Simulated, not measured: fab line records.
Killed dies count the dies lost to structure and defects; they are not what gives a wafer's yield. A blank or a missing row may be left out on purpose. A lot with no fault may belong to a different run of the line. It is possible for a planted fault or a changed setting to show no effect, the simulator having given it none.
Which tool is to blame? / flow berkeley_cmos170 / 42 wafers from 14 lots sampled at 4 of the route's 331 steps

== WHAT THE GAUGES READ, wafer by wafer ==
UCB170_NSD_TW_MEAS_10.
lot=L724; measured=day 8 00:17; on=film_metro-01; NSD_TW=4202 4188 4162
lot=L726; measured=day 8 00:33; on=film_metro-04; NSD_TW=4071 4062 4068
lot=L725; measured=day 8 00:34; on=film_metro-01; NSD_TW=4207 4209 4206
lot=L723; measured=day 8 00:56; on=film_metro-04; NSD_TW=4062 4061 4057
lot=L727; measured=day 8 18:35; on=film_metro-04; NSD_TW=4071 4063 4084
lot=L728; measured=day 8 19:08; on=film_metro-01; NSD_TW=4194 4190 4200
lot=L730; measured=day 9 17:08; on=film_metro-01; NSD_TW=4219 4219 4186
lot=L735; measured=day 9 17:23; on=film_metro-01; NSD_TW=3943 3916 3902 3928 3918 3919
lot=L732; measured=day 11 03:27; on=film_metro-04; NSD_TW=3851 3829 3837 3839 3811 3831
lot=L736; measured=day 11 03:38; on=film_metro-03; NSD_TW=4201 4216 4222
lot=L739; measured=day 11 12:17; on=film_metro-04; NSD_TW=4120 4123 4113
lot=L744; measured=day 12 15:20; on=film_metro-04; NSD_TW=4108 4095 4113
lot=L743; measured=day 12 15:33; on=film_metro-01; NSD_TW=4200 4208 4197
lot=L746; measured=day 13 00:55; on=film_metro-01; NSD_TW=4190 4197 4180

UCB170_SDANNEAL_RS_MEAS_03: measures by four-point-probe.
lot=L724; measured=day 8 01:50; on=film_metro-03; NSD_RS (ohm/sq)=37.23 37.28 37.24
lot=L726; measured=day 8 02:05; on=film_metro-01; NSD_RS (ohm/sq)=37.33 37.34 37.23
lot=L725; measured=day 8 02:21; on=film_metro-04; NSD_RS (ohm/sq)=37.20 37.22 37.13
lot=L723; measured=day 8 03:02; on=film_metro-03; NSD_RS (ohm/sq)=37.28 37.32 37.29
lot=L727; measured=day 8 21:37; on=film_metro-03; NSD_RS (ohm/sq)=37.32 37.27 37.20
lot=L728; measured=day 8 21:24; on=film_metro-04; NSD_RS (ohm/sq)=37.28 37.20 37.29
lot=L730; measured=day 9 18:33; on=film_metro-04; NSD_RS (ohm/sq)=37.29 37.32 37.39
lot=L735; measured=day 9 21:01; on=film_metro-01; NSD_RS (ohm/sq)=53.87 53.51 53.89 54.02 53.58 53.93
lot=L732; measured=day 11 08:48; on=film_metro-01; NSD_RS (ohm/sq)=53.52 53.70 53.73 53.41 53.72 53.75
lot=L736; measured=day 11 05:34; on=film_metro-01; NSD_RS (ohm/sq)=37.24 37.17 37.21
lot=L739; measured=day 11 13:32; on=film_metro-03; NSD_RS (ohm/sq)=37.29 37.30 37.33
lot=L744; measured=day 12 17:08; on=film_metro-01; NSD_RS (ohm/sq)=37.23 37.40 37.29
lot=L743; measured=day 12 17:27; on=film_metro-03; NSD_RS (ohm/sq)=37.18 37.11 37.13
lot=L746; measured=day 13 02:10; on=film_metro-04; NSD_RS (ohm/sq)=37.21 37.32 37.19

== WHICH TOOL RAN EACH LOT (tool, then ch and the chambers of the sampled wafers, then the start) ==
lot=L724; UCB170_NSD_IMPLANT_08=implanter-02 ch 0, day 8 00:02; UCB170_NSD_STRIP_09=plasma_asher-01 ch 0,1, day 8 00:11
lot=L726; UCB170_NSD_IMPLANT_08=implanter-03 ch 0, day 8 00:17; UCB170_NSD_STRIP_09=plasma_asher-03 ch 0,1, day 8 00:25
lot=L725; UCB170_NSD_IMPLANT_08=implanter-01 ch 0, day 8 00:20; UCB170_NSD_STRIP_09=plasma_asher-01 ch 0, day 8 00:27
lot=L723; UCB170_NSD_IMPLANT_08=implanter-02 ch 0, day 8 00:42; UCB170_NSD_STRIP_09=plasma_asher-01 ch 0,1, day 8 00:50
lot=L727; UCB170_NSD_IMPLANT_08=implanter-02 ch 0, day 8 18:20; UCB170_NSD_STRIP_09=plasma_asher-01 ch 0,1, day 8 18:29
lot=L728; UCB170_NSD_IMPLANT_08=implanter-01 ch 0, day 8 18:56; UCB170_NSD_STRIP_09=plasma_asher-03 ch 0,1, day 8 19:03
lot=L730; UCB170_NSD_IMPLANT_08=implanter-02 ch 0, day 9 16:56; UCB170_NSD_STRIP_09=plasma_asher-03 ch 0,1, day 9 17:03
lot=L735; UCB170_NSD_IMPLANT_08=implanter-01 ch 0, day 9 17:08; UCB170_NSD_STRIP_09=plasma_asher-03 ch 0,1, day 9 17:17
lot=L732; UCB170_NSD_IMPLANT_08=implanter-01 ch 0, day 11 03:12; UCB170_NSD_STRIP_09=plasma_asher-03 ch 0,1, day 11 03:21
lot=L736; UCB170_NSD_IMPLANT_08=implanter-03 ch 0, day 11 03:23; UCB170_NSD_STRIP_09=plasma_asher-04 ch 0,1, day 11 03:32
lot=L739; UCB170_NSD_IMPLANT_08=implanter-03 ch 0, day 11 12:02; UCB170_NSD_STRIP_09=plasma_asher-03 ch 0,1, day 11 12:11
lot=L744; UCB170_NSD_IMPLANT_08=implanter-03 ch 0, day 12 15:05; UCB170_NSD_STRIP_09=plasma_asher-04 ch 0,1, day 12 15:14
lot=L743; UCB170_NSD_IMPLANT_08=implanter-02 ch 0, day 12 15:19; UCB170_NSD_STRIP_09=plasma_asher-01 ch 0,1, day 12 15:26
lot=L746; UCB170_NSD_IMPLANT_08=implanter-03 ch 0, day 13 00:40; UCB170_NSD_STRIP_09=plasma_asher-04 ch 0,1, day 13 00:49
- UCB170_NSD_IMPLANT_08
- UCB170_NSD_STRIP_09: strips in O2.

== AS READ BY THE TOOLS THEMSELVES (means over the sampled wafers that have a number; for cases with no such wafer, the mark the record gives instead) ==
UCB170_NSD_IMPLANT_08.
lot=L724; tool=implanter-02; dose_ions_cm2=2.9972e+15; end_station_pressure_torr (Torr)=1.28e-05; faraday_current_uA=9267
lot=L726; tool=implanter-03; dose_ions_cm2=3.0016e+15; end_station_pressure_torr (Torr)=1.22e-05; faraday_current_uA=9142
lot=L725; tool=implanter-01; dose_ions_cm2=2.9979e+15; end_station_pressure_torr (Torr)=1.27e-05; faraday_current_uA=9087
lot=L723; tool=implanter-02; dose_ions_cm2=3.0001e+15; end_station_pressure_torr (Torr)=1.28e-05; faraday_current_uA=9279
lot=L727; tool=implanter-02; dose_ions_cm2=3.0022e+15; end_station_pressure_torr (Torr)=1.20e-05; faraday_current_uA=9313
lot=L728; tool=implanter-01; dose_ions_cm2=3.0010e+15; end_station_pressure_torr (Torr)=1.25e-05; faraday_current_uA=9242
lot=L730; tool=implanter-02; dose_ions_cm2=2.9986e+15; end_station_pressure_torr (Torr)=1.27e-05; faraday_current_uA=9443
lot=L735; tool=implanter-01; dose_ions_cm2=1.6510e+15; end_station_pressure_torr (Torr)=9.37e-06; faraday_current_uA=5245
lot=L732; tool=implanter-01; dose_ions_cm2=1.6496e+15; end_station_pressure_torr (Torr)=9.23e-06; faraday_current_uA=5162
lot=L736; tool=implanter-03; dose_ions_cm2=3.0010e+15; end_station_pressure_torr (Torr)=1.26e-05; faraday_current_uA=9264
lot=L739; tool=implanter-03; dose_ions_cm2=2.9989e+15; end_station_pressure_torr (Torr)=1.22e-05; faraday_current_uA=9093
lot=L744; tool=implanter-03; dose_ions_cm2=3.0008e+15; end_station_pressure_torr (Torr)=1.27e-05; faraday_current_uA=9060
lot=L743; tool=implanter-02; dose_ions_cm2=2.9994e+15; end_station_pressure_torr (Torr)=1.28e-05; faraday_current_uA=9217
lot=L746; tool=implanter-03; dose_ions_cm2=2.9996e+15; end_station_pressure_torr (Torr)=1.22e-05; faraday_current_uA=9279

UCB170_NSD_STRIP_09.
lot=L724; tool=plasma_asher-01; drypump_motor_current_A (A)=5.65; oes_product_au (a.u.)=0.538; strip_time_to_endpoint_s (s)=35.85
lot=L726; tool=plasma_asher-03; drypump_motor_current_A (A)=5.49; oes_product_au (a.u.)=0.536; strip_time_to_endpoint_s (s)=35.92
lot=L725; tool=plasma_asher-01; drypump_motor_current_A (A)=5.46; oes_product_au (a.u.)=0.530; strip_time_to_endpoint_s (s)=35.86
lot=L723; tool=plasma_asher-01; drypump_motor_current_A (A)=5.57; oes_product_au (a.u.)=0.533; strip_time_to_endpoint_s (s)=35.79
lot=L727; tool=plasma_asher-01; drypump_motor_current_A (A)=5.58; oes_product_au (a.u.)=0.533; strip_time_to_endpoint_s (s)=35.82
lot=L728; tool=plasma_asher-03; drypump_motor_current_A (A)=5.53; oes_product_au (a.u.)=0.541; strip_time_to_endpoint_s (s)=35.88
lot=L730; tool=plasma_asher-03; drypump_motor_current_A (A)=5.51; oes_product_au (a.u.)=0.530; strip_time_to_endpoint_s (s)=35.73
lot=L735; tool=plasma_asher-03; drypump_motor_current_A (A)=5.47; oes_product_au (a.u.)=0.591; strip_time_to_endpoint_s (s)=30.50
lot=L732; tool=plasma_asher-03; drypump_motor_current_A (A)=5.55; oes_product_au (a.u.)=0.583; strip_time_to_endpoint_s (s)=30.44
lot=L736; tool=plasma_asher-04; drypump_motor_current_A (A)=5.54; oes_product_au (a.u.)=0.534; strip_time_to_endpoint_s (s)=35.92
lot=L739; tool=plasma_asher-03; drypump_motor_current_A (A)=5.55; oes_product_au (a.u.)=0.535; strip_time_to_endpoint_s (s)=35.92
lot=L744; tool=plasma_asher-04; drypump_motor_current_A (A)=5.46; oes_product_au (a.u.)=0.536; strip_time_to_endpoint_s (s)=35.89
lot=L743; tool=plasma_asher-01; drypump_motor_current_A (A)=5.67; oes_product_au (a.u.)=0.529; strip_time_to_endpoint_s (s)=35.90
lot=L746; tool=plasma_asher-04; drypump_motor_current_A (A)=5.46; oes_product_au (a.u.)=0.536; strip_time_to_endpoint_s (s)=35.84

== THE ANSWER, worked out from the rows above alone ==
Rule: the usual values come from the lots themselves. The widest of any qualifying gaps counts: lots, ordered by their means at a reading, are off when they make up no more than a third of the lots, leave a main group of 4 or more, and stand apart from it by 3 or more times the standard deviation of that group's means. A main group is skipped when, at the precision printed for the reading in the tables above, its means are all equal. Also off: a lot with no number at a reading for which 4 or more lots have one. Where the step has rows for the other lots, those lots are counted as sound. After the gauges, taken in route order, come the tools' own readings; for these a lot's mean is taken, as printed above. The first step at which some lot is off is used, and at that step the reading that is off furthest; a lot without a number counts as furthest.
Off: L735, L732, at UCB170_SDANNEAL_RS_MEAS_03 (NSD_RS). Main group: mean 37.26 ohm/sq, sd 0.055.
A tool fits if, at a process step before that reading, it ran every lot that is off, and no sound lot after the first of them. Not tried: the gauges at UCB170_SDANNEAL_RS_MEAS_03; whatever is off there is also off at UCB170_NSD_IMPLANT_08, on other tools, and gauge error can't account for it. One fits: implanter-01 at UCB170_NSD_IMPLANT_08. Its last sound lot is L728 (day 8 18:56), its first lot that is off L735 (day 9 17:08): a fault that began between those two fits.
The tool's own readings at UCB170_NSD_IMPLANT_08 bear it out: on the lots that are off they differ by more than 5 times the standard deviation of the sound lots' means. dose_ions_cm2 reads 1.6503e+15 there against 2.9999e+15 on the sound lots; end_station_pressure_torr reads 9.30e-06 Torr there against 1.25e-05 Torr on the sound lots; faraday_current_uA reads 5204 there against 9224 on the sound lots.

== WHAT THE SIMULATOR HAD PUT IN ==
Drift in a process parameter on implanter-01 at UCB170_NSD_IMPLANT_08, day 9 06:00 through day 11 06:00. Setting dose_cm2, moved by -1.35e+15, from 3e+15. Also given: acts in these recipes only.
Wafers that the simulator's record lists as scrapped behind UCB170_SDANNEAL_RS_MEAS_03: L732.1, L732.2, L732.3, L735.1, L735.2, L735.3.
Struck lots among those shown: L735, L732. Same finding as the rule above.
